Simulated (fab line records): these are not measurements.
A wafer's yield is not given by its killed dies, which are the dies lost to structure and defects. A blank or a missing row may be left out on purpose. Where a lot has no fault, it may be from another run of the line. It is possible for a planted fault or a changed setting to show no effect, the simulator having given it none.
fab line records	flow rit_cmos
record: lots: 6	wafers: 18	last_day: 7
route steps=202 shown CONTACT@171 M1@184
lots that met no fault: from a run of the same line without faults
start_h: start of the lot's first displayed wafer, in hours after the record's first day	wait_h: hours elapsed since this lot's preceding step	" same as the row above	L1.1+2: several wafers, shown together as one row	- value missing, or start not given	* or withheld: withheld	< > ~ a bound
route shown NAME@n: a module of which the file shows steps, and the number in the route of the first	usual: mean and standard deviation over wafers with no fault	same: alike in all rows	chamber/n: place in a boat	sites: per-site readings	_std_site: the values' standard deviation	_edge_site: mean of outer sites minus mean of inner sites	radius_mm: how far each site lies from the wafer's centre	mask NAME#n: copy n	behind: the most recent tool/chamber to have shaped the wafer	hold: cause of the lot's hold/its duration in hours/its outcome	device: the n, p or np transistor that did not switch	end of line: tests run on the same wafers once the route is complete	a step without rows: its recipe alone	killed: at the first sort, the dies lost to defects and structure; wafer yield is something else	map: per-die view of a wafer (x killed, . not killed, _ where there is no die)
set.NAME: setting as actually run; set.NAME@STEP: the setting as run at that earlier step	model.NAME: the simulator's own value behind a step, which no gauge read
a table for each step, a row for each wafer; lots at some steps of the route
services: the hour from which a tool's chamber was out of use, counted from the record's first day as start_h (under 0 if before that day), plus the number of hours and why
== steps ==
step: RIT_CONTACT_COAT_03
recipe: resist: NOVOLAK	spin_rpm: 3250	resist_thk_nm: 1000
step: RIT_CONTACT_SOFTBAKE_04
recipe: resist: NOVOLAK	temp_c: 90	time_s: 60
step: RIT_CONTACT_EXPOSE_05
recipe: mask_id: M11	na: 0.6	source_shape: conventional	sigma_outer: 0.5	target_cd_nm: 1000	dose_mj: 250
step: RIT_CONTACT_PEB_06
recipe: resist: NOVOLAK	temp_c: withheld	time_s: withheld
step: RIT_CONTACT_DEVELOP_07
recipe: resist: NOVOLAK	develop_time_s: 120	dev_temp_c: 23
step: RIT_CONTACT_CD_MEAS_08
recipe: target_cd_nm: 1000
usual: cd_nm: 1000.4/2.6
lot.wafer	tool	chamber	start_h	wait_h	cd_nm
L273.3	cd_sem-01	-	105.04	-	999.3
L273.5	"	-	"	"	1000.5
L273.6	"	-	"	"	1000.7
L275.3	cd_sem-01	-	108.71	-	1004.8
L275.5	"	-	"	"	1004.7
L275.6	"	-	"	"	1004.3
L280.3	cd_sem-01	-	128.44	-	1003.3
L280.5	"	-	"	"	1001.7
L280.6	"	-	"	"	1002.5
L281.2	cd_sem-01	-	136.45	-	999.2
L281.5	"	-	"	"	997.3
L281.6	"	-	"	"	999.2
L282.1	cd_sem-01	-	140.90	-	997.4
L282.4	"	-	"	"	999.2
L282.5	"	-	"	"	998.5
L286.2	cd_sem-01	-	158.91	-	1006.0
L286.3	"	-	"	"	1003.5
L286.4	"	-	"	"	1004.3
step: RIT_CONTACT_OVL_MEAS_09
usual: CONTACT_OVL: -0.4/1.6
lot.wafer	tool	chamber	start_h	wait_h	CONTACT_OVL[nm]
L273.3	overlay-02	-	105.13	0.1	-1.8
L273.5	"	-	"	"	-1.2
L273.6	"	-	"	"	-3.0
L275.3	overlay-02	-	108.80	0.1	-2.6
L275.5	"	-	"	"	0.1
L275.6	"	-	"	"	-0.7
L280.3	overlay-01	-	128.53	0.1	0.3
L280.5	"	-	"	"	-1.5
L280.6	"	-	"	"	0.5
L281.2	overlay-02	-	136.56	0.1	-1.8
L281.5	"	-	"	"	-2.2
L281.6	"	-	"	"	-1.4
L282.1	overlay-02	-	141.02	0.1	-0.6
L282.4	"	-	"	"	-1.2
L282.5	"	-	"	"	0.0
L286.2	overlay-02	-	159.01	0.1	-1.6
L286.3	"	-	"	"	-1.3
L286.4	"	-	"	"	-1.8
step: RIT_CONTACT_HARDBAKE_10
recipe: resist: NOVOLAK	temp_c: 140	time_s: 60
step: RIT_CONTACT_ETCH_11
recipe: target_depth_a: 4800	over_etch_frac: 0.2	stop_on: TiSi2	chemistry: CHF3/CF4/Ar	target: SiO2	CHF3_flow_sccm: 50	cf4_flow_sccm: 10	Ar_flow_sccm: 100	O2_flow_sccm: 5	pressure_mtorr: 100	rf_w: 200	time_s: 320
usual: cf4_flow_sccm: 9.996/0.03	drypump_motor_current_A: 5.7/0.34	oes_product_au: 0.987/0.011	throttle_valve_pct: 8.90/0.13
lot.wafer	tool	chamber	start_h	wait_h	cf4_flow_sccm	drypump_motor_current_A	oes_product_au	rf_hours_counter_h	throttle_valve_pct
L273.3	rie_diel-03	1	105.31	0.1	9.996	6.1	0.978	142	8.73
L273.5	"	3	"	"	9.954	5.9	1.000	-	8.98
L273.6	"	2	"	"	9.980	5.9	0.995	-	9.05
L275.3	rie_diel-01	0	108.97	0.1	9.981	5.8	0.988	127	8.87
L275.5	"	3	"	"	10.029	5.9	0.956	-	8.92
L275.6	"	0	"	"	9.997	5.8	0.990	-	8.87
L280.3	rie_diel-01	2	128.71	0.1	10.002	5.6	0.981	111	8.97
L280.5	"	0	"	"	10.013	5.8	0.986	-	8.86
L280.6	"	1	"	"	10.025	5.2	0.980	-	8.93
L281.2	rie_diel-04	1	136.74	0.1	9.988	5.4	0.967	21	8.67
L281.5	"	1	"	"	10.022	5.4	0.969	-	8.69
L281.6	"	0	"	"	9.969	5.0	0.999	-	8.82
L282.1	rie_diel-01	1	141.20	0.1	10.050	5.2	0.974	75	8.93
L282.4	"	0	"	"	9.993	5.8	0.995	128	8.86
L282.5	"	1	"	"	10.012	5.2	0.977	-	8.92
L286.2	rie_diel-01	3	159.19	0.1	9.983	5.9	0.970	4	8.91
L286.3	"	1	"	"	9.996	5.2	0.975	75	8.93
L286.4	"	0	"	"	10.013	5.8	0.992	128	8.88
step: RIT_CONTACT_STRIP_12
recipe: chemistry: O2	time_s: 180	resist: NOVOLAK	platen_temp_c: withheld	power_w: 500	pressure_mtorr: 4000	o2_flow_sccm: 4000
usual: drypump_motor_current_A: 5.5/0.5
lot.wafer	tool	chamber	start_h	wait_h	drypump_motor_current_A	rf_hours_counter_h
L273.3	plasma_asher-01	0	105.56	0.2	4.6	-
L273.5	"	1	"	"	6.0	-
L273.6	"	0	"	"	4.6	-
L275.3	plasma_asher-04	1	109.23	0.2	6.0	-
L275.5	"	1	"	"	6.0	-
L275.6	"	0	"	"	5.5	-
L280.3	plasma_asher-04	0	128.96	0.2	5.5	-
L280.5	"	1	"	"	6.0	-
L280.6	"	0	"	"	5.5	-
L281.2	plasma_asher-01	0	136.93	0.1	4.6	51
L281.5	"	0	"	"	4.6	-
L281.6	"	1	"	"	6.0	-
L282.1	plasma_asher-04	1	141.40	0.1	6.0	36
L282.4	"	0	"	"	5.5	-
L282.5	"	1	"	"	6.0	-
L286.2	plasma_asher-01	0	159.39	0.1	4.6	54
L286.3	"	1	"	"	5.9	-
L286.4	"	0	"	"	4.7	-
step: RIT_CONTACT_CD_MEAS_90
recipe: target_cd_nm: 1000
usual: cd_nm: 1000.3/2.5
lot.wafer	tool	chamber	start_h	wait_h	cd_nm
L273.3	cd_sem-01	-	105.71	0.1	999.0
L273.5	"	-	"	"	1000.8
L273.6	"	-	"	"	1001.0
L275.3	cd_sem-02	-	109.38	0.1	1004.0
L275.5	"	-	"	"	1004.2
L275.6	"	-	"	"	1003.6
L280.3	cd_sem-01	-	129.12	0.1	1002.7
L280.5	"	-	"	"	1000.9
L280.6	"	-	"	"	1002.6
L281.2	cd_sem-02	-	137.13	0.1	999.6
L281.5	"	-	"	"	997.6
L281.6	"	-	"	"	999.1
L282.1	cd_sem-02	-	141.57	0.1	997.5
L282.4	"	-	"	"	998.7
L282.5	"	-	"	"	998.7
L286.2	cd_sem-01	-	159.58	0.1	1005.2
L286.3	"	-	"	"	1003.4
L286.4	"	-	"	"	1003.8
step: RIT_CONTACT_CLEAN_13
recipe: chemistry: SC1	mix: 3:3:50	time_s: 600	temp_c: 75
step: RIT_CONTACT_CLEAN_14
recipe: chemistry: SC2	mix: 3:3:50	time_s: 600	temp_c: 75	dry: n2_spin
usual: bath_guard_temp_C: 75.2/0.58
lot.wafer	tool	chamber	start_h	wait_h	bath_guard_temp_C
L273.3	wet_bench-04	0	105.97	0.0	75.8
L273.5	"	0	"	"	75.7
L273.6	"	0	"	"	75.3
L275.3	wet_bench-04	0	109.64	0.0	75.5
L275.5	"	0	"	"	75.7
L275.6	"	0	"	"	75.6
L280.3	wet_bench-04	2	129.37	0.0	74.8
L280.5	"	2	"	"	74.7
L280.6	"	2	"	"	75.3
L281.2	wet_bench-02	0	137.40	0.0	76.0
L281.5	"	0	"	"	76.0
L281.6	"	0	"	"	75.9
L282.1	wet_bench-01	1	141.87	0.0	75.0
L282.4	"	1	"	"	75.4
L282.5	"	1	"	"	75.2
L286.2	wet_bench-02	3	159.86	0.0	74.7
L286.3	"	3	"	"	74.9
L286.4	"	3	"	"	74.7
step: RIT_M1_SPUTTER_00
recipe: material: Al	target_thk_nm: 400	power_w: 2000	chamber_pressure_pa: 0.4	gas: Ar	time_s: 500	substrate_temp_c: 25
usual: throttle_valve_pct: 30.2/1
lot.wafer	tool	chamber	start_h	wait_h	throttle_valve_pct
L273.3	pvd_sputter-01	-	106.14	0.0	31.6
L273.5	"	-	"	"	29.4
L273.6	"	-	"	"	31.9
L275.3	pvd_sputter-01	-	109.81	0.0	29.6
L275.5	"	-	"	"	29.8
L275.6	"	-	"	"	31.7
L280.3	pvd_sputter-02	-	129.55	0.0	29.7
L280.5	"	-	"	"	30.0
L280.6	"	-	"	"	29.1
L281.2	pvd_sputter-01	-	137.59	0.0	31.9
L281.5	"	-	"	"	32.1
L281.6	"	-	"	"	29.7
L282.1	pvd_sputter-02	-	142.22	0.0	29.0
L282.4	"	-	"	"	30.2
L282.5	"	-	"	"	30.3
L286.2	pvd_sputter-02	-	160.05	0.0	31.4
L286.3	"	-	"	"	29.1
L286.4	"	-	"	"	29.8
step: RIT_M1_RS_MEAS_01
recipe: thk_meas_gauge: four-point-probe	reads: Al_of_M1_SPUTTER_00
usual: M1_AL_RS: 0.0734/0.00095
lot.wafer	tool	chamber	start_h	wait_h	M1_AL_RS[ohm/sq]
L273.3	film_metro-04	-	106.48	0.2	0.0728
L273.5	"	-	"	"	0.0723
L273.6	"	-	"	"	0.0736
L275.3	film_metro-04	-	110.15	0.2	0.0726
L275.5	"	-	"	"	0.0723
L275.6	"	-	"	"	0.0736
L280.3	film_metro-03	-	129.88	0.2	0.0732
L280.5	"	-	"	"	0.0738
L280.6	"	-	"	"	0.0735
L281.2	film_metro-04	-	137.91	0.2	0.0739
L281.5	"	-	"	"	0.0749
L281.6	"	-	"	"	0.0733
L282.1	film_metro-02	-	142.51	0.1	0.0746
L282.4	"	-	"	"	0.0743
L282.5	"	-	"	"	0.0741
L286.2	film_metro-04	-	160.36	0.2	0.0745
L286.3	"	-	"	"	0.0742
L286.4	"	-	"	"	0.0742
step: RIT_M1_THK_MEAS_02
recipe: thk_meas_gauge: xrf	reads: Al_of_M1_SPUTTER_00
usual: M1_AL_THK: 400/5.5
lot.wafer	tool	chamber	start_h	wait_h	M1_AL_THK[nm]
L273.3	film_metro-04	-	106.58	0.1	401
L273.5	"	-	"	"	403
L273.6	"	-	"	"	397
L275.3	film_metro-04	-	110.25	0.1	402
L275.5	"	-	"	"	402
L275.6	"	-	"	"	398
L280.3	film_metro-03	-	129.98	0.1	405
L280.5	"	-	"	"	401
L280.6	"	-	"	"	399
L281.2	film_metro-04	-	138.02	0.1	398
L281.5	"	-	"	"	392
L281.6	"	-	"	"	403
L282.1	film_metro-02	-	142.63	0.1	394
L282.4	"	-	"	"	399
L282.5	"	-	"	"	395
L286.2	film_metro-04	-	160.47	0.1	393
L286.3	"	-	"	"	396
L286.4	"	-	"	"	394
step: RIT_M1_HMDS_03
recipe: prime_time_s: 60	prime_temp_c: 140
step: RIT_M1_COAT_04
recipe: resist: NOVOLAK	spin_rpm: 2000	resist_thk_nm: 1300
step: RIT_M1_SOFTBAKE_05
recipe: resist: NOVOLAK	temp_c: 90	time_s: 60
step: RIT_M1_EXPOSE_06
recipe: mask_id: M12	na: 0.6	source_shape: conventional	sigma_outer: 0.5	target_cd_nm: 2600	dose_mj: 250
step: RIT_M1_PEB_07
recipe: resist: NOVOLAK	temp_c: withheld	time_s: withheld
step: RIT_M1_DEVELOP_08
recipe: resist: NOVOLAK	develop_time_s: 68	dev_temp_c: 23
step: RIT_M1_CD_MEAS_09
recipe: target_cd_nm: 2600
usual: cd_nm: 2600.1/2.3
lot.wafer	tool	chamber	start_h	wait_h	cd_nm
L273.3	cd_sem-01	-	107.54	-	2599.7
L273.5	"	-	"	"	2597.4
L273.6	"	-	"	"	2597.2
L275.3	cd_sem-01	-	111.33	-	2601.2
L275.5	"	-	"	"	2602.8
L275.6	"	-	"	"	2603.8
L280.3	cd_sem-01	-	131.07	-	2601.0
L280.5	"	-	"	"	2603.3
L280.6	"	-	"	"	2601.4
L281.2	cd_sem-01	-	138.97	-	2602.6
L281.5	"	-	"	"	2600.5
L281.6	"	-	"	"	2603.6
L282.1	cd_sem-01	-	143.70	-	2598.9
L282.4	"	-	"	"	2600.3
L282.5	"	-	"	"	2601.8
L286.2	cd_sem-02	-	161.71	-	2602.0
L286.3	"	-	"	"	2600.8
L286.4	"	-	"	"	2602.3
step: RIT_M1_OVL_MEAS_10
usual: M1_OVL: -0.4/1.4
lot.wafer	tool	chamber	start_h	wait_h	M1_OVL[nm]
L273.3	overlay-01	-	107.63	0.1	2.4
L273.5	"	-	"	"	-0.9
L273.6	"	-	"	"	0.1
L275.3	overlay-01	-	111.42	0.1	0.6
L275.5	"	-	"	"	1.3
L275.6	"	-	"	"	0.7
L280.3	overlay-02	-	131.16	0.1	0.7
L280.5	"	-	"	"	0.4
L280.6	"	-	"	"	2.3
L281.2	overlay-02	-	139.07	0.1	0.1
L281.5	"	-	"	"	0.7
L281.6	"	-	"	"	-0.4
L282.1	overlay-01	-	143.85	0.1	0.5
L282.4	"	-	"	"	0.4
L282.5	"	-	"	"	0.3
L286.2	overlay-02	-	161.82	0.1	0.3
L286.3	"	-	"	"	0.6
L286.4	"	-	"	"	-1.2
step: RIT_M1_HARDBAKE_11
recipe: resist: NOVOLAK	temp_c: 140	time_s: 120
step: RIT_M1_METAL_ETCH_12
recipe: stop_on: SiO2	chemistry: Cl2/BCl3	target: Al	time_s: 165	over_etch_frac: 0.5	pressure_mtorr: 100	target_depth_a: 6000	rf_w: 250	Cl2_flow_sccm: 60	bcl3_flow_sccm: 50
usual: drypump_motor_current_A: 5.7/0.38	he_backside_leak_sccm: 3.4/0.37	oes_product_au: 0.777/0.014	throttle_valve_pct: 8.28/0.07
lot.wafer	tool	chamber	start_h	wait_h	drypump_motor_current_A	he_backside_leak_sccm	oes_product_au	rf_hours_counter_h	throttle_valve_pct
L273.3	rie_metal-03	0	107.96	0.2	6.3	3.5	0.772	-	8.29
L273.5	"	0	"	"	6.3	3.7	0.767	-	8.30
L273.6	"	1	"	"	5.5	3.2	0.787	-	8.36
L275.3	rie_metal-01	0	111.75	0.2	5.4	3.4	0.770	-	8.28
L275.5	"	0	"	"	5.4	3.2	0.767	-	8.29
L275.6	"	1	"	"	5.3	3.5	0.790	-	8.33
L280.3	rie_metal-02	1	131.49	0.2	5.5	3.2	0.772	-	8.14
L280.5	"	1	"	"	5.5	3.4	0.768	-	8.14
L280.6	"	0	"	"	6.0	3.7	0.775	-	8.30
L281.2	rie_metal-01	1	139.38	0.2	5.3	3.4	0.790	2	8.32
L281.5	"	0	"	"	5.3	3.3	0.752	-	8.27
L281.6	"	1	"	"	5.3	3.5	0.794	-	8.33
L282.1	rie_metal-03	0	144.13	0.2	6.2	3.7	0.755	4	8.30
L282.4	"	0	"	"	6.3	3.7	0.763	-	8.29
L282.5	"	0	"	"	6.2	3.7	0.770	-	8.30
L286.2	rie_metal-01	0	162.10	0.2	5.4	3.4	0.757	2	8.26
L286.3	"	1	"	"	5.3	3.5	0.787	-	8.34
L286.4	"	0	"	"	5.4	3.3	0.753	-	8.25
step: RIT_M1_STRIP_13
recipe: chemistry: nmp	resist: NOVOLAK	temp_c: 80	time_s: 600	dry: n2_spin
step: RIT_M1_STRIP_14
recipe: chemistry: O2	time_s: 180	platen_temp_c: withheld	power_w: 500	pressure_mtorr: 4000	o2_flow_sccm: 4000
usual: drypump_motor_current_A: 5.5/0.54
lot.wafer	tool	chamber	start_h	wait_h	drypump_motor_current_A	rf_hours_counter_h
L273.3	plasma_asher-04	1	108.32	0.1	6.0	-
L273.5	"	0	"	"	5.5	-
L273.6	"	1	"	"	6.0	-
L275.3	plasma_asher-04	0	112.09	0.1	5.5	-
L275.5	"	0	"	"	5.5	-
L275.6	"	1	"	"	6.0	-
L280.3	plasma_asher-01	0	131.83	0.1	4.6	-
L280.5	"	0	"	"	4.6	-
L280.6	"	1	"	"	6.0	-
L281.2	plasma_asher-02	1	139.72	0.0	6.0	3
L281.5	"	0	"	"	5.0	-
L281.6	"	1	"	"	6.0	-
L282.1	plasma_asher-02	1	144.63	0.0	6.0	4
L282.4	"	0	"	"	5.0	-
L282.5	"	0	"	"	5.0	-
L286.2	plasma_asher-01	1	162.45	0.0	6.0	54
L286.3	"	1	"	"	6.0	-
L286.4	"	0	"	"	4.7	-
step: RIT_M1_CD_MEAS_90
recipe: target_cd_nm: 2600
usual: cd_nm: 2600/3.4
lot.wafer	tool	chamber	start_h	wait_h	cd_nm
L273.3	cd_sem-01	-	108.47	0.1	2595
L273.5	"	-	"	"	2593
L273.6	"	-	"	"	2594
L275.3	cd_sem-01	-	112.25	0.1	2603
L275.5	"	-	"	"	2603
L275.6	"	-	"	"	2604
L280.3	cd_sem-02	-	131.98	0.1	2600
L280.5	"	-	"	"	2604
L280.6	"	-	"	"	2603
L281.2	cd_sem-02	-	139.91	0.1	2603
L281.5	"	-	"	"	2601
L281.6	"	-	"	"	2605
L282.1	cd_sem-01	-	144.81	0.1	2597
L282.4	"	-	"	"	2598
L282.5	"	-	"	"	2600
L286.2	cd_sem-02	-	162.65	0.1	2602
L286.3	"	-	"	"	2603
L286.4	"	-	"	"	2602
step: RIT_M1_ANNEAL_15
recipe: temp_c: 450	time_s: 1800	ambient: forming_gas_H2N2
step: RIT_M1_BOW_MEAS_16
recipe: mode: bow
usual: M1_BOW: 18/6.5
lot.wafer	tool	chamber	start_h	wait_h	M1_BOW[um]
L273.3	film_metro-02	-	110.09	0.0	12
L273.5	"	-	"	"	28
L273.6	"	-	"	"	19
L275.3	film_metro-02	-	113.91	0.0	26
L275.5	"	-	"	"	28
L275.6	"	-	"	"	21
L280.3	film_metro-04	-	134.14	0.0	18
L280.5	"	-	"	"	20
L280.6	"	-	"	"	24
L281.2	film_metro-04	-	141.53	0.0	19
L281.5	"	-	"	"	15
L281.6	"	-	"	"	19
L282.1	film_metro-03	-	146.43	0.0	20
L282.4	"	-	"	"	31
L282.5	"	-	"	"	22
L286.2	film_metro-02	-	164.27	0.0	22
L286.3	"	-	"	"	16
L286.4	"	-	"	"	14
step: RIT_M1_PROBE_99
usual: killed_at_contacts: 0.1/0.34	killed_at_front_end: 7.0/2.9	killed_dies: 7.2/2.9	killed_on_rim: 2.1/1.4	killed_open: 3.6/1.9	killed_short: 3.5/2.1
same: gross_dies: 264	killed_at_M0_to_M3: 0	killed_at_M4_up: 0	killed_at_back_side: 0	killed_at_other: 0
lot.wafer	tool	chamber	start_h	wait_h	hold	killed_at_contacts	killed_at_front_end	killed_dies	killed_on_rim	killed_open	killed_short
L273.3	prober-01	-	110.27	0.2	await_dispo/1.6h/release	12	10	22	10	7	3
L273.5	prober-01	-	110.37	0.2	await_dispo/1.6h/release	9	4	13	7	3	1
L273.6	prober-01	-	110.42	0.2	await_dispo/1.6h/release	10	8	18	9	2	6
L275.3	prober-02	-	114.09	0.2	await_dispo/4.0h/release	11	3	14	10	1	2
L275.5	prober-02	-	114.19	0.2	await_dispo/4.0h/release	14	5	19	12	3	2
L275.6	prober-02	-	114.24	0.2	await_dispo/4.0h/release	10	7	17	10	4	3
L280.3	prober-02	-	134.32	0.2	-	0	2	2	1	1	1
L280.5	prober-02	-	134.42	0.2	-	0	10	10	2	7	3
L280.6	prober-02	-	134.47	0.2	-	0	8	8	3	3	5
L281.2	prober-01	-	141.68	0.1	-	0	7	7	1	0	7
L281.5	prober-01	-	141.83	0.2	-	0	6	6	0	4	2
L281.6	prober-01	-	141.88	0.2	-	1	6	7	2	5	2
L282.1	prober-02	-	146.55	0.1	-	0	11	11	4	3	8
L282.4	prober-02	-	146.70	0.2	-	0	7	7	2	5	2
L282.5	prober-02	-	146.75	0.2	-	0	11	11	1	7	4
L286.2	prober-02	-	164.42	0.1	-	1	7	8	2	6	2
L286.3	prober-02	-	164.47	0.2	-	0	5	5	0	3	2
L286.4	prober-02	-	164.52	0.2	-	0	13	13	4	5	8
killed by level:class
L273.3 CONTACT:unspecified=12 FOX1:geometric_particle:open=2 FOX1:geometric_particle:short=2 GATE:geometric_particle:open=2 SILICIDE:geometric_particle:open=2 REOX:geometric_particle:open=1 SILICIDE:geometric_particle:short=1
L273.5 CONTACT:unspecified=9 GATE:geometric_particle:open=2 FOX2:geometric_particle:short=1 SPACER:geometric_particle:open=1
L273.6 CONTACT:unspecified=10 GATE:geometric_particle:short=3 SPACER:geometric_particle:short=2 SILICIDE:geometric_particle:open=2 FOX1:geometric_particle:short=1
L275.3 CONTACT:unspecified=11 FOX1:geometric_particle:short=2 FOX2:geometric_particle:open=1
L275.5 CONTACT:unspecified=14 FOX1:geometric_particle:short=2 FOX1:geometric_particle:open=2 GATE:geometric_particle:open=1
L275.6 CONTACT:unspecified=10 FOX1:geometric_particle:open=2 FOX1:geometric_particle:short=2 FOX2:geometric_particle:short=1 GATE:geometric_particle:open=1 REOX:geometric_particle:open=1
L280.3 SPACER:geometric_particle:open=1 SILICIDE:geometric_particle:short=1
L280.5 SPACER:geometric_particle:open=4 GATE:geometric_particle:open=3 GATE:geometric_particle:short=2 SPACER:geometric_particle:short=1
L280.6 GATE:geometric_particle:short=3 FOX2:geometric_particle:open=1 FOX2:geometric_particle:short=1 GATE:geometric_particle:open=1 SPACER:geometric_particle:short=1 SILICIDE:geometric_particle:open=1
L281.2 GATE:geometric_particle:short=4 FOX2:geometric_particle:short=2 REOX:geometric_particle:short=1
L281.5 GATE:geometric_particle:open=2 GATE:geometric_particle:short=2 REOX:geometric_particle:open=1 SPACER:geometric_particle:open=1
L281.6 GATE:geometric_particle:open=3 FOX1:geometric_particle:open=1 SPACER:geometric_particle:short=1 FOX2:geometric_particle:open=1 CONTACT:geometric_particle:short=1
L282.1 GATE:geometric_particle:short=4 FOX2:geometric_particle:short=2 GATE:geometric_particle:open=2 FOX1:geometric_particle:open=1 SPACER:geometric_particle:short=1 SILICIDE:geometric_particle:short=1
L282.4 GATE:geometric_particle:short=2 SPACER:geometric_particle:open=2 ACTIVE:geometric_particle:open=1 GATE:geometric_particle:open=1 REOX:geometric_particle:open=1
L282.5 GATE:geometric_particle:open=3 FOX1:geometric_particle:short=2 SILICIDE:geometric_particle:open=2 SILICIDE:geometric_particle:short=1 REOX:geometric_particle:open=1 SPACER:geometric_particle:short=1 SPACER:geometric_particle:open=1
L286.2 GATE:geometric_particle:open=4 GATE:geometric_particle:short=1 SPACER:geometric_particle:short=1 SPACER:geometric_particle:open=1 CONTACT:geometric_particle:open=1
L286.3 FOX1:geometric_particle:open=1 FOX2:geometric_particle:short=1 GATE:geometric_particle:open=1 SPACER:geometric_particle:short=1 SPACER:geometric_particle:open=1
L286.4 GATE:geometric_particle:short=5 GATE:geometric_particle:open=2 SPACER:geometric_particle:open=2 FOX1:geometric_particle:short=1 SPACER:geometric_particle:short=1 SILICIDE:geometric_particle:open=1 SILICIDE:geometric_particle:short=1
map L273.3 (x killed, . not)
________xx....._______
_____xxxx.........____
____xxx............___
___.xxx.............__
__..................._
__..................._
_.....x.....x....x....
_.....x...............
_.....................
_.............x.....x.
__..................._
__......x............_
___..xxx............__
____...............___
_____.............____
________......._______
map L275.5 (x killed, . not)
________xxx...._______
_____xxxx.........____
____xxxxx.x........___
___.xx..x...........__
__..................._
__..................._
_..............x......
_.....................
_.....................
_.....................
__..................._
__.................x._
___.................__
____...............___
_____............x____
________......._______
== services ==
tool	chamber	start_h	hours	kind
pvd_sputter-02	-	90.13	0.5	repair
rie_diel-04	2	97.60	22.4	repair
rie_diel-04	-	98.91	14.5	repair
plasma_asher-02	-	108.75	9.0	pm
plasma_asher-02	0	108.75	9.0	vent_cycle
plasma_asher-02	1	108.75	9.0	vent_cycle
rie_diel-03	-	111.41	2.3	repair
rie_diel-01	-	113.99	4.3	pm
plasma_asher-02	0	117.75	-	clean
plasma_asher-02	1	117.75	-	clean
rie_diel-01	3	118.36	18.3	repair
rie_metal-02	-	136.12	20.0	pm
rie_metal-02	0	136.12	20.0	vent_cycle
rie_metal-02	1	136.12	20.0	vent_cycle
plasma_asher-04	-	138.04	2.8	pm
rie_metal-03	1	143.05	13.2	repair
rie_metal-03	-	155.58	10.0	pm
rie_metal-02	0	156.12	-	clean
rie_metal-02	1	156.12	-	clean
== key ==
first_sign: step: RIT_M1_PROBE_99	reading: killed_at_contacts	direction: up	sigmas: 11	usual: 0.1	struck: 11
effect: step: RIT_M1_PROBE_99	reading: killed_dies	direction: up	sigmas: 3.5	usual: 7.2	struck: 17.2
met_at RIT_CONTACT_CLEAN_14
struck_wafers L273.3,L273.5,L273.6,L275.3,L275.5,L275.6
tester_left_out L273,L275
also_fits RIT_M1_STRIP_14:plasma_asher-04
fault: kind: chamber_particle_source	tool: wet_bench-04	chamber: 0	onset_h: 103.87	steps: RIT_CONTACT_CLEAN_14	rate_per_visit_cm2: 1.1021	end_h: 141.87
tester_left_out: of these lots the tester's yield and bins aren't shown, on N5 and GAA mostly nor the transistor test; their killed dies are dies lost to structure and defects alone, not to doping, threshold or leakage, so they don't give the yield
